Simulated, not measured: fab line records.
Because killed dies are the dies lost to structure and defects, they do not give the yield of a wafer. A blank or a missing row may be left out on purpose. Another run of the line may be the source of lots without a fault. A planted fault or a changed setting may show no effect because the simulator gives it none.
The same fault as seen by 2 desks    flow berkeley_cmos170    every desk sees just its own numbers, and what lay behind them comes last

== AT THE TOOL OWNER'S DESK: lpcvd-02 ==
The tool's own readings at UCB170_CONTACT_CVD_01 (deposits PSG from SiH4/O2/PH3, target thk 700 nm, time 2820 s): means of the sampled wafers that have a number, for each lot that ran on this tool. The brackets show how far a lot's mean lies from the usual mean; more than 4 standard deviations puts the lot out of limits, marked OUT.
Columns: A = zone_power_centre_pct at UCB170_CONTACT_CVD_01, usual 20.6 %; B = zone_power_source_pct at UCB170_CONTACT_CVD_01, usual 7.1 %
lot   first seen here  A     B
L917  day 8 09:28      19.2  7.0
L922  day 9 21:08      22.5  8.0
L926  day 11 11:59     22.8  7.9
L933  day 12 16:30     19.5  7.0
Result from this desk: across the 4 lots, nothing is out of limits.

== THE METROLOGY DESK ==
What the gauges read, lot by lot, whatever tool the lot ran on: means of the sampled wafers that have a number. The brackets show how far a lot's mean lies from the usual mean; more than 4 standard deviations puts the lot out of limits, marked OUT.
Columns: A = cd_nm at UCB170_V1_CD_MEAS_90, usual 699.9 nm; B = M2_OVL at UCB170_M2_OVL_MEAS_16, usual 0 nm
lot   first seen here  A      B
L917  day 8 19:14      699.8  -3
L918  day 9 09:32      700.7  -6
L921  day 10 09:52     698.8  -1
L922  day 10 09:57     702.2  0
L920  day 10 10:09     699.4  -3
L919  day 10 10:15     696.4  10
L924  day 11 02:28     700.9  -1
L926  day 11 23:59     700.1  -3
L933  day 13 06:11     702.5  -9
L938  day 14 19:34     699.4  5
L940  day 14 20:53     704.1  3
Result from this desk: across the 11 lots, nothing is out of limits.

== BROUGHT TOGETHER ==
Nothing out of limits was seen by the tool owner's desk.
From the metrology desk's view, nothing was out of limits.

== WHAT HAD BEEN PUT IN BY THE SIMULATOR ==
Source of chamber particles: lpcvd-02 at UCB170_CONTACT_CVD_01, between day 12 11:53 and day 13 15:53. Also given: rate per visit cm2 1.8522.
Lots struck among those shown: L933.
